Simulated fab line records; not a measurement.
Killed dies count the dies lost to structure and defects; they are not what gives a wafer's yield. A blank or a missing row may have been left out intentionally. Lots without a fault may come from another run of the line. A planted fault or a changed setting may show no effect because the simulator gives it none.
Check for tools in common ; flow berkeley-cmos170 ; Sampled: 13 lots, 39 wafers

== REASON FOR OPENING ==
Of 13 lots, 1 have the reading WELLDRIVE_OXIDE_THK flagged at UCB170_WELLDRIVE_THK_MEAS_02. Fault-free wafers read 198.4 nm, with a standard deviation of 2.7.
Rule: a lot is flagged in two cases, either no wafer of it has a number, or all its wafers with numbers fall more than 4 standard deviations from that mean. All remaining lots are regarded as sound.

lot;measured;on;WELLDRIVE_OXIDE_THK (nm), wafer by wafer;flag
L913;day 3 16:58;film-metro-03;196.4 197.2 195.7;
L912;day 3 16:58;film-metro-01;197.1 196.1 197.5;
L914;day 3 22:31;film-metro-02;200.0 199.1 201.9;
L915;day 3 22:31;film-metro-01;198.1 198.1 198.4;
L917;day 4 10:01;film-metro-02;197.9 195.8 193.4;
L919;day 5 02:43;film-metro-01;195.4 199.0 195.3;
L920;day 5 02:43;film-metro-03;200.4 198.6 202.4;
L922;day 5 09:01;film-metro-02;192.8 195.2 195.8;
L923;day 5 09:05;film-metro-01;192.4 194.3 193.3;
L924;day 5 22:31;film-metro-03;196.2 194.1 197.0;
L932;day 7 10:47;film-metro-02;175.0 174.5 171.7;FLAGGED
L934;day 7 20:49;film-metro-03;199.6 198.8 196.6;
L935;day 8 09:44;film-metro-01;202.4 201.1 204.7;
On average the flagged lots' numbers are 173.7 nm, which is -24.7 nm against the usual, or -9 standard deviations.

== TOOL THAT RAN EACH LOT ==
The record keeps 1 process step preceding the reading, out of 331 steps on the route. Read each cell as the tool, then ch plus the chambers that the sampled wafers visited, then the start.
lot;flag;UCB170_WELLDRIVE_OXIDATION_01
L913;;furnace-01 ch 0, day 3 13:28
L912;;furnace-01 ch 0, day 3 13:28
L914;;furnace-04 ch 0, day 3 19:01
L915;;furnace-04 ch 0, day 3 19:01
L917;;furnace-01 ch 0, day 4 06:29
L919;;furnace-03 ch 0, day 4 23:12
L920;;furnace-03 ch 0, day 4 23:12
L922;;furnace-04 ch 0, day 5 05:31
L923;;furnace-04 ch 0, day 5 05:31
L924;;furnace-04 ch 0, day 5 19:01
L932;FLAGGED;furnace-03 ch 0, day 7 07:17
L934;;furnace-04 ch 0, day 7 17:19
L935;;furnace-04 ch 0, day 8 06:14
These steps, and what they do:
- UCB170_WELLDRIVE_OXIDATION_01: target thk 199 nm, ox time 9000 s.
- UCB170_WELLDRIVE_THK_MEAS_02

== FLAGGED AGAINST TOTAL, ONE TOOL AT A TIME (gauges that did the reading follow at the end) ==
step;tool;lots run;flagged;share of the flagged lots;sound lots run after its first flagged lot
UCB170_WELLDRIVE_OXIDATION_01;furnace-01;3;0;none;-
UCB170_WELLDRIVE_OXIDATION_01;furnace-03;3;1;all;0
UCB170_WELLDRIVE_OXIDATION_01;furnace-04;7;0;none;-
UCB170_WELLDRIVE_THK_MEAS_02;film-metro-01;5;0;none;-
UCB170_WELLDRIVE_THK_MEAS_02;film-metro-02;4;1;all;0
UCB170_WELLDRIVE_THK_MEAS_02;film-metro-03;4;0;none;-

== THE TABLE: WHAT IT ALLOWS ==
Table rows that saw every flagged lot: 2, namely furnace-03 at UCB170_WELLDRIVE_OXIDATION_01 and film-metro-02 at UCB170_WELLDRIVE_THK_MEAS_02.
- furnace-03 at UCB170_WELLDRIVE_OXIDATION_01: 1 of its 3 lots flagged. Its last sound lot is L919 (day 4 23:12), its first flagged lot L932 (day 7 07:17): a fault that began between those two fits.
- film-metro-02 at UCB170_WELLDRIVE_THK_MEAS_02: 1 of its 4 lots flagged. Its last sound lot is L922 (day 5 09:01), its first flagged lot L932 (day 7 10:47): a fault that began between those two fits.
Counting lots can't tell these 2 tools apart, because each fits a fault that began at some hour. More lots, or a look at what each step does to the wafer, might.

== WHAT THE SIMULATOR HAD PUT IN ==
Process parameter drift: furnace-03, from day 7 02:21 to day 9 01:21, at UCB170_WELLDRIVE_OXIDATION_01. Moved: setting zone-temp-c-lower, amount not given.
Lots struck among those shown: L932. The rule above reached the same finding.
